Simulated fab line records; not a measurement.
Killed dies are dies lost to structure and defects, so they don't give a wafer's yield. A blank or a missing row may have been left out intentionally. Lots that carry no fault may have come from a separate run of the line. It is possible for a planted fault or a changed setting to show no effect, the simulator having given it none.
Which of the tools did it? :: flow berkeley cmos170 :: 42 wafers from 14 lots sampled at 3 of the route's 331 steps

== WHAT THE GAUGES READ, wafer by wafer ==
UCB170_PLDD_TW_MEAS_11. Usual: PLDD_TW gives 1002 (standard deviation 13).
lot: L171
measured: day 8 06:21
on: film metro-02
PLDD_TW: 1013 1014 1010
flag: 

lot: L169
measured: day 8 06:52
on: film metro-01
PLDD_TW: 1010 1017 1011
flag: 

lot: L173
measured: day 8 07:08
on: film metro-01
PLDD_TW: 1015 1012 1013
flag: 

lot: L176
measured: day 8 23:44
on: film metro-02
PLDD_TW: 1016 1017 1012
flag: 

lot: L175
measured: day 9 00:01
on: film metro-01
PLDD_TW: 1018 1011 1014
flag: 

lot: L178
measured: day 9 08:26
on: film metro-01
PLDD_TW: 1013 1016 1015
flag: 

lot: L177
measured: day 9 08:47
on: film metro-01
PLDD_TW: 1012 1015 1017
flag: 

lot: L180
measured: day 9 15:57
on: film metro-03
PLDD_TW: 989 994 987
flag: 

lot: L184
measured: day 10 11:37
on: film metro-03
PLDD_TW: 988 984 987
flag: 

lot: L185
measured: day 10 11:55
on: film metro-03
PLDD_TW: 983 986 986
flag: 

lot: L188
measured: day 11 12:39
on: film metro-02
PLDD_TW: 1002 1002 1012
flag: 

lot: L187
measured: day 11 12:55
on: film metro-03
PLDD_TW: 983 985 986
flag: 

lot: L189
measured: day 11 20:59
on: film metro-03
PLDD_TW: 986 983 980
flag: 

lot: L190
measured: day 11 21:12
on: film metro-01
PLDD_TW: 1015 1013 1015
flag: 

UCB170_M3_CD_MEAS_15: target cd 700 nm. Usual: cd nm reads 700.1 nm (standard deviation 1.2).
lot: L171
measured: day 10 05:18
on: cd sem-01
cd nm (nm): 698.6 699.1 700.9
flag: 

lot: L169
measured: day 10 05:23
on: cd sem-01
cd nm (nm): 700.3 701.4 700.1
flag: 

lot: L173
measured: day 10 08:34
on: cd sem-02
cd nm (nm): 700.9 702.6 701.5
flag: 

lot: L176
measured: day 11 01:25
on: cd sem-02
cd nm (nm): 701.0 700.7 699.3
flag: 

lot: L175
measured: day 10 23:46
on: cd sem-01
cd nm (nm): 698.4 699.9 699.0
flag: 

lot: L178
measured: day 11 01:04
on: cd sem-01
cd nm (nm): 701.0 702.1 701.6
flag: 

lot: L177
measured: day 11 00:13
on: cd sem-02
cd nm (nm): 700.4 700.7 699.9
flag: 

lot: L180
measured: day 11 07:40
on: cd sem-02
cd nm (nm): 699.9 700.4 700.9
flag: 

lot: L184
measured: day 12 02:29
on: cd sem-02
cd nm (nm): 698.9 699.3 698.9
flag: 

lot: L185
measured: day 12 02:49
on: cd sem-01
cd nm (nm): 698.2 700.2 700.7
flag: 

lot: L188
measured: day 13 00:34
on: cd sem-01
cd nm (nm): 700.6 700.8 701.0
flag: 

lot: L187
measured: day 13 02:27
on: cd sem-02
cd nm (nm): 701.0 700.8 700.2
flag: 

lot: L189
measured: day 13 10:35
on: cd sem-01
cd nm (nm): 701.3 700.5 701.0
flag: 

lot: L190
measured: day 13 08:56
on: cd sem-02
cd nm (nm): 698.1 699.5 699.5
flag: 

== WHICH TOOL RAN EACH LOT (tool, then ch and the chambers of the sampled wafers, then the start) ==
lot: L171
UCB170_M1_STRIP_13: plasma asher-03 ch 0,1, day 9 12:18

lot: L169
UCB170_M1_STRIP_13: plasma asher-01 ch 0,1, day 9 12:49

lot: L173
UCB170_M1_STRIP_13: plasma asher-01 ch 0,1, day 9 15:21

lot: L176
UCB170_M1_STRIP_13: plasma asher-01 ch 0,1, day 10 05:21

lot: L175
UCB170_M1_STRIP_13: plasma asher-01 ch 0,1, day 10 05:25

lot: L178
UCB170_M1_STRIP_13: plasma asher-01 ch 0,1, day 10 07:14

lot: L177
UCB170_M1_STRIP_13: plasma asher-04 ch 0,1, day 10 07:27

lot: L180
UCB170_M1_STRIP_13: plasma asher-03 ch 0,1, day 10 17:15

lot: L184
UCB170_M1_STRIP_13: plasma asher-03 ch 0,1, day 11 11:33

lot: L185
UCB170_M1_STRIP_13: plasma asher-04 ch 0,1, day 11 11:54

lot: L188
UCB170_M1_STRIP_13: plasma asher-03 ch 0,1, day 12 13:29

lot: L187
UCB170_M1_STRIP_13: plasma asher-01 ch 0,1, day 12 13:59

lot: L189
UCB170_M1_STRIP_13: plasma asher-04 ch 0,1, day 12 21:13

lot: L190
UCB170_M1_STRIP_13: plasma asher-03 ch 0,1, day 12 20:50
- UCB170_M1_STRIP_13: strips in O2.

== WHAT THE TOOLS THEMSELVES READ (means of the sampled wafers that have a number; where no wafer has one, the mark that the record gives instead) ==
UCB170_M1_STRIP_13. Usual: drypump motor current A 6.07 A, standard deviation 0.29; oes product au 0.720 a.u., standard deviation 0.0046.
lot: L171
tool: plasma asher-03
drypump motor current A (A): 5.71
oes product au (a.u.): 0.717
flag: 

lot: L169
tool: plasma asher-01
drypump motor current A (A): 6.13
oes product au (a.u.): 0.721
flag: 

lot: L173
tool: plasma asher-01
drypump motor current A (A): 6.13
oes product au (a.u.): 0.723
flag: 

lot: L176
tool: plasma asher-01
drypump motor current A (A): 6.13
oes product au (a.u.): 0.716
flag: 

lot: L175
tool: plasma asher-01
drypump motor current A (A): 6.13
oes product au (a.u.): 0.719
flag: 

lot: L178
tool: plasma asher-01
drypump motor current A (A): 6.10
oes product au (a.u.): 0.721
flag: 

lot: L177
tool: plasma asher-04
drypump motor current A (A): 6.33
oes product au (a.u.): 0.717
flag: 

lot: L180
tool: plasma asher-03
drypump motor current A (A): 5.92
oes product au (a.u.): 0.719
flag: 

lot: L184
tool: plasma asher-03
drypump motor current A (A): 5.67
oes product au (a.u.): 0.725
flag: 

lot: L185
tool: plasma asher-04
drypump motor current A (A): 6.21
oes product au (a.u.): 0.717
flag: 

lot: L188
tool: plasma asher-03
drypump motor current A (A): 5.94
oes product au (a.u.): 0.721
flag: 

lot: L187
tool: plasma asher-01
drypump motor current A (A): 6.12
oes product au (a.u.): 0.719
flag: 

lot: L189
tool: plasma asher-04
drypump motor current A (A): 6.32
oes product au (a.u.): 0.727
flag: 

lot: L190
tool: plasma asher-03
drypump motor current A (A): 5.69
oes product au (a.u.): 0.722
flag: 

== THE ANSWER, worked out from the rows above alone ==
Rule: a lot is off if the mean of its wafers that have a number lies more than 3 standard deviations from the usual mean. Also off: a lot with no number at a reading for which 4 or more lots have one. The other lots that the step has rows for count as sound. Order of review: gauges by route order, followed by the tools' own readings, for which a lot's mean as printed above is used. At the first step where some lot is off, the reading lying furthest off is the one used; lots without a number count as furthest.
No lot is off on any of the readings shown, so nothing can be concluded from this.

== WHAT THE SIMULATOR HAD INSERTED ==
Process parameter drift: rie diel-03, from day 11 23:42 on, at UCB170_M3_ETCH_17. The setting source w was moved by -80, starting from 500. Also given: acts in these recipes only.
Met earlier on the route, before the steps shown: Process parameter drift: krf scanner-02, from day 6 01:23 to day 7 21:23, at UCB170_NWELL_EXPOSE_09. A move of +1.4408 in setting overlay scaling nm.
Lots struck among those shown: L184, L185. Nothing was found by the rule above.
